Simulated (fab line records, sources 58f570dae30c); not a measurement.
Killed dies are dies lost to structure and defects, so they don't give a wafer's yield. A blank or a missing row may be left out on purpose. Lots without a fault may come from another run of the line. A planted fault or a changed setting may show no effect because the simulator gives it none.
Which tool did it? | flow berkeley_cmos170 | 15 lots, 45 wafers sampled, at 5 steps of a route of 331

WHAT THE GAUGES READ, wafer by wafer
UCB170_ACTIVE_CD_MEAS_13: target cd 1200 nm. Usual: cd_nm 1200.0 nm, standard deviation 1.4.
lot  | measured    | on        | cd_nm (nm)           | flag
L777 | day 4 01:34 | cd_sem-02 | 1198.1 1200.0 1199.4 |
L779 | day 4 16:10 | cd_sem-02 | 1200.7 1200.9 1202.0 |
L780 | day 4 23:37 | cd_sem-01 | 1197.3 1198.2 1198.1 |
L781 | day 5 00:00 | cd_sem-01 | 1199.7 1198.9 1199.3 |
L783 | day 5 19:17 | cd_sem-01 | 1201.7 1201.5 1202.5 |
L784 | day 5 23:58 | cd_sem-02 | 1198.2 1198.9 1199.4 |
L785 | day 6 07:54 | cd_sem-02 | 1200.6 1201.3 1199.4 |
L786 | day 6 08:50 | cd_sem-01 | 1200.8 1200.8 1200.5 |
L788 | day 6 20:14 | cd_sem-02 | 1198.8 1199.6 1198.6 |
L790 | day 7 09:53 | cd_sem-02 | 1198.8 1200.7 1200.8 |
L791 | day 7 10:10 | cd_sem-01 | 1171.0 1172.2 1171.3 | OFF
L792 | day 7 19:05 | cd_sem-01 | 1199.7 1198.6 1200.6 |
L794 | day 8 00:26 | cd_sem-02 | 1176.7 1176.6 1177.6 | OFF
L800 | day 8 19:28 | cd_sem-01 | 1199.6 1198.6 1199.1 |
L799 | day 8 19:41 | cd_sem-01 | 1181.0 1180.1 1180.7 | OFF

UCB170_GATE_CD_MEAS_12: target cd 350 nm. Usual: cd_nm 350.2 nm, standard deviation 1.2.
lot  | measured     | on        | cd_nm (nm)        | flag
L777 | day 6 09:56  | cd_sem-02 | 352.4 352.4 351.8 |
L779 | day 6 20:32  | cd_sem-02 | 350.4 348.8 349.3 |
L780 | day 7 07:16  | cd_sem-02 | 351.0 350.5 350.5 |
L781 | day 7 07:01  | cd_sem-02 | 351.7 350.8 350.1 |
L783 | day 8 01:06  | cd_sem-01 | 350.5 348.5 349.1 |
L784 | day 8 00:53  | cd_sem-01 | 348.8 350.1 348.9 |
L785 | day 8 05:20  | cd_sem-01 | 352.0 352.0 352.5 |
L786 | day 8 05:11  | cd_sem-02 | 351.8 350.9 350.3 |
L788 | day 8 19:34  | cd_sem-01 | 349.6 350.1 350.1 |
L790 | day 9 02:56  | cd_sem-02 | 348.4 349.9 348.5 |
L791 | day 9 02:40  | cd_sem-01 | 351.3 350.4 350.5 |
L792 | day 9 12:42  | cd_sem-01 | 349.8 348.7 349.5 |
L794 | day 9 18:26  | cd_sem-01 | 350.5 351.7 349.9 |
L800 | day 10 13:32 | cd_sem-02 | 349.8 348.9 349.1 |
L799 | day 10 13:28 | cd_sem-01 | 350.7 351.1 350.8 |

UCB170_NLDD_TW_MEAS_11. Usual: NLDD_TW 2229, standard deviation 21.
lot  | measured     | on            | NLDD_TW        | flag
L777 | day 6 14:43  | film_metro-04 | 2211 2207 2206 |
L779 | day 7 00:32  | film_metro-01 | 2238 2241 2233 |
L780 | day 7 12:53  | film_metro-01 | 2237 2239 2236 |
L781 | day 7 12:38  | film_metro-01 | 2247 2254 2239 |
L783 | day 8 06:09  | film_metro-01 | 2261 2266 2252 |
L784 | day 8 05:27  | film_metro-01 | 2270 2259 2241 |
L785 | day 8 09:46  | film_metro-04 | 2211 2201 2208 |
L786 | day 8 09:11  | film_metro-01 | 2265 2269 2272 |
L788 | day 9 00:06  | film_metro-02 | 2224 2217 2222 |
L790 | day 9 07:02  | film_metro-01 | 2251 2248 2247 |
L791 | day 9 06:34  | film_metro-04 | 2198 2212 2208 |
L792 | day 9 19:14  | film_metro-02 | 2220 2220 2224 |
L794 | day 10 02:19 | film_metro-02 | 2213 2206 2212 |
L800 | day 10 19:59 | film_metro-02 | 2208 2222 2215 |
L799 | day 10 19:43 | film_metro-02 | 2219 2211 2196 |

WHICH TOOL RAN EACH LOT (tool, then ch and the chambers of the sampled wafers, then the start)
lot  | UCB170_ACTIVE_EXPOSE_10          | UCB170_PLDD_STRIP_10
L777 | krf_scanner-01 ch 0, day 4 01:11 | plasma_asher-03 ch 0,1, day 6 12:35
L779 | krf_scanner-02 ch 0, day 4 15:46 | plasma_asher-04 ch 0,1, day 6 22:40
L780 | krf_scanner-02 ch 0, day 4 23:13 | plasma_asher-01 ch 0,1, day 7 10:17
L781 | krf_scanner-01 ch 0, day 4 23:37 | plasma_asher-03 ch 0,1, day 7 09:51
L783 | krf_scanner-01 ch 0, day 5 18:53 | plasma_asher-04 ch 0,1, day 8 03:38
L784 | krf_scanner-02 ch 0, day 5 23:35 | plasma_asher-04 ch 1, day 8 03:21
L785 | krf_scanner-01 ch 0, day 6 07:17 | plasma_asher-01 ch 0,1, day 8 07:45
L786 | krf_scanner-01 ch 0, day 6 07:57 | plasma_asher-04 ch 0,1, day 8 07:27
L788 | krf_scanner-01 ch 0, day 6 19:50 | plasma_asher-04 ch 0,1, day 8 22:08
L790 | krf_scanner-02 ch 0, day 7 09:01 | plasma_asher-04 ch 1, day 9 05:01
L791 | krf_scanner-01 ch 0, day 7 09:15 | plasma_asher-01 ch 0, day 9 04:43
L792 | krf_scanner-02 ch 0, day 7 18:42 | plasma_asher-04 ch 0,1, day 9 16:17
L794 | krf_scanner-01 ch 0, day 8 00:02 | plasma_asher-01 ch 0,1, day 9 21:52
L800 | krf_scanner-02 ch 0, day 8 18:29 | plasma_asher-01 ch 0,1, day 10 16:26
L799 | krf_scanner-01 ch 0, day 8 18:44 | plasma_asher-04 ch 0,1, day 10 16:02
- UCB170_ACTIVE_EXPOSE_10: exposes mask ACTIVE, target cd 1200 nm.
- UCB170_PLDD_STRIP_10: strips in O2.

WHAT THE TOOLS THEMSELVES READ (means of the sampled wafers that have a number; where no wafer has one, the mark that the record gives instead)
UCB170_ACTIVE_EXPOSE_10. Usual: exposure_dose_mJ_cm2 20.061, standard deviation 0.02; focus_offset_nm 0.0 nm, standard deviation 0.49.
lot  | tool           | exposure_dose_mJ_cm2 | focus_offset_nm (nm) | flag
L777 | krf_scanner-01 | 20.083               | -0.2                 |
L779 | krf_scanner-02 | 20.069               | 0.0                  |
L780 | krf_scanner-02 | 20.078               | -0.3                 |
L781 | krf_scanner-01 | 20.072               | 0.4                  |
L783 | krf_scanner-01 | 20.072               | -0.4                 |
L784 | krf_scanner-02 | 20.044               | 0.2                  |
L785 | krf_scanner-01 | 20.087               | -0.4                 |
L786 | krf_scanner-01 | 20.062               | -0.5                 |
L788 | krf_scanner-01 | 20.050               | -0.1                 |
L790 | krf_scanner-02 | 20.059               | 0.9                  |
L791 | krf_scanner-01 | 23.549               | -0.2                 | OFF
L792 | krf_scanner-02 | 20.058               | -0.6                 |
L794 | krf_scanner-01 | 22.869               | 0.4                  | OFF
L800 | krf_scanner-02 | 20.052               | 0.4                  |
L799 | krf_scanner-01 | 22.366               | 0.0                  | OFF

UCB170_PLDD_STRIP_10. Usual: drypump_motor_current_A 5.7 A, standard deviation 0.4; oes_product_au 0.735 a.u., standard deviation 0.0044; strip_time_to_endpoint_s 21.62 s, standard deviation 0.064.
lot  | tool            | drypump_motor_current_A (A) | oes_product_au (a.u.) | strip_time_to_endpoint_s (s) | flag
L777 | plasma_asher-03 | 6.2                         | 0.735                 | 21.55                        |
L779 | plasma_asher-04 | 5.3                         | 0.736                 | 21.56                        |
L780 | plasma_asher-01 | 6.1                         | 0.731                 | 21.68                        |
L781 | plasma_asher-03 | 6.1                         | 0.733                 | 21.60                        |
L783 | plasma_asher-04 | 5.3                         | 0.734                 | 21.59                        |
L784 | plasma_asher-04 | 5.4                         | 0.736                 | 21.60                        |
L785 | plasma_asher-01 | 6.0                         | 0.739                 | 21.51                        |
L786 | plasma_asher-04 | 5.3                         | 0.731                 | 21.69                        |
L788 | plasma_asher-04 | 5.4                         | 0.733                 | 21.63                        |
L790 | plasma_asher-04 | 5.4                         | 0.732                 | 21.64                        |
L791 | plasma_asher-01 | 6.3                         | 0.730                 | 21.57                        |
L792 | plasma_asher-04 | 5.4                         | 0.736                 | 21.65                        |
L794 | plasma_asher-01 | 6.0                         | 0.735                 | 21.63                        |
L800 | plasma_asher-01 | 6.0                         | 0.738                 | 21.59                        |
L799 | plasma_asher-04 | 5.3                         | 0.732                 | 21.60                        |

THE ANSWER, worked out from the rows above alone
Rule: a lot is off if the mean of its wafers that have a number lies more than 3 standard deviations from the usual mean. A lot without any number at a reading at which 4 lots or more have one is off too. The other lots that the step has rows for count as sound. The gauges are gone through in route order, then the tools' own readings, and for those a lot's mean is taken as printed above. The first step at which some lot is off is used, and at that step the reading that is off furthest; a lot without a number counts as furthest.
Off: L791, L794, L799, at UCB170_ACTIVE_CD_MEAS_13 (cd_nm).
A tool fits if, at a process step before that reading, it ran every lot that is off, and no sound lot after the first of them. The gauges at UCB170_ACTIVE_CD_MEAS_13 aren't tried: what is off there is off at UCB170_ACTIVE_EXPOSE_10 too, on other tools, and a gauge's error can't cause that. One fits: krf_scanner-01 at UCB170_ACTIVE_EXPOSE_10. Its last sound lot is L788 (day 6 19:50), its first lot that is off L791 (day 7 09:15): a fault that began between those two fits.
The tool's own readings at UCB170_ACTIVE_EXPOSE_10 bear it out: on the lots that are off they differ by more than 5 times the standard deviation of the sound lots' means. exposure_dose_mJ_cm2 reads 22.928 there against 20.066 on the sound lots.

WHAT THE SIMULATOR HAD PUT IN
Process parameter drift: krf_scanner-01, from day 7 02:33 on, at UCB170_ACTIVE_EXPOSE_10. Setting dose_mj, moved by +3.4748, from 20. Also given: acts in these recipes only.
Lots struck among those shown: L791, L794, L799. The rule above found the same.
